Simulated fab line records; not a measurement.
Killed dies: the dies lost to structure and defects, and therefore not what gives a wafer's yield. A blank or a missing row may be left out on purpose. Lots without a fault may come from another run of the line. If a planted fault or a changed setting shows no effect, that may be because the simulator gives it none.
Which tool is to blame? || flow berkeley_cmos170 || 7 lots, 21 wafers sampled, at 2 steps of a route of 331

WHAT THE GAUGES SHOWED, per wafer
UCB170_PWELL_TW_MEAS_17.
{"lot": "L970", "measured": "day 3 07:55", "on": "film_metro-01", "PWELL_TW": "370 370 373"}
{"lot": "L975", "measured": "day 3 23:43", "on": "film_metro-01", "PWELL_TW": "370 373 373"}
{"lot": "L978", "measured": "day 4 15:06", "on": "film_metro-04", "PWELL_TW": "385 385 383"}
{"lot": "L984", "measured": "day 5 18:20", "on": "film_metro-04", "PWELL_TW": "340 338 338 339 339 340"}
{"lot": "L988", "measured": "day 6 09:19", "on": "film_metro-04", "PWELL_TW": "380 382 381"}
{"lot": "L990", "measured": "day 6 23:57", "on": "film_metro-01", "PWELL_TW": "371 372 373"}
{"lot": "L993", "measured": "day 7 20:47", "on": "film_metro-01", "PWELL_TW": "376 376 378"}

WHAT TOOL EACH LOT RAN ON (gives the tool, then ch and the chambers of the sampled wafers, and finally the start)
{"lot": "L970", "UCB170_PWELL_IMPLANT_15": "implanter-01 ch 0, day 3 07:41"}
{"lot": "L975", "UCB170_PWELL_IMPLANT_15": "implanter-03 ch 0, day 3 23:29"}
{"lot": "L978", "UCB170_PWELL_IMPLANT_15": "implanter-03 ch 0, day 4 14:52"}
{"lot": "L984", "UCB170_PWELL_IMPLANT_15": "implanter-03 ch 0, day 5 18:07"}
{"lot": "L988", "UCB170_PWELL_IMPLANT_15": "implanter-01 ch 0, day 6 09:04"}
{"lot": "L990", "UCB170_PWELL_IMPLANT_15": "implanter-04 ch 0, day 6 23:42"}
{"lot": "L993", "UCB170_PWELL_IMPLANT_15": "implanter-01 ch 0, day 7 20:32"}
- UCB170_PWELL_IMPLANT_15

THE ANSWER, worked out from the rows above alone
Rule: usual is defined by the lots themselves. The widest of any qualifying gaps counts: lots, ordered by their means at a reading, are off when they make up no more than a third of the lots, leave a main group of 4 or more, and stand apart from it by 3 or more times the standard deviation of that group's means. The tables above print the reading to a certain number of digits; a main group whose means all agree to those digits is not used. A lot without any number at a reading at which 4 lots or more have one is off too. All remaining lots with rows at the step are treated as sound.
Off: L984, seen at UCB170_PWELL_TW_MEAS_17 (PWELL_TW). For the main group the mean is 376 and the standard deviation 5.
A tool fits if, at a process step before that reading, it ran every lot that is off, and no sound lot after the first of them. Those tools and the gauges at UCB170_PWELL_TW_MEAS_17 are tried in the same way. One fits: UCB170_PWELL_IMPLANT_15 on implanter-03. A fault onset in the window from L978 (day 4 14:52, its last sound lot) to L984 (day 5 18:07, its first lot off) fits.

WHAT THE SIMULATOR PUT IN
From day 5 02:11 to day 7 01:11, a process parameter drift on implanter-03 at UCB170_PWELL_IMPLANT_15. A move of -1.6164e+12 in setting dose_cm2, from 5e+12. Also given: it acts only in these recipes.
Shown lots that were struck: L984. This agrees with what the rule above found.
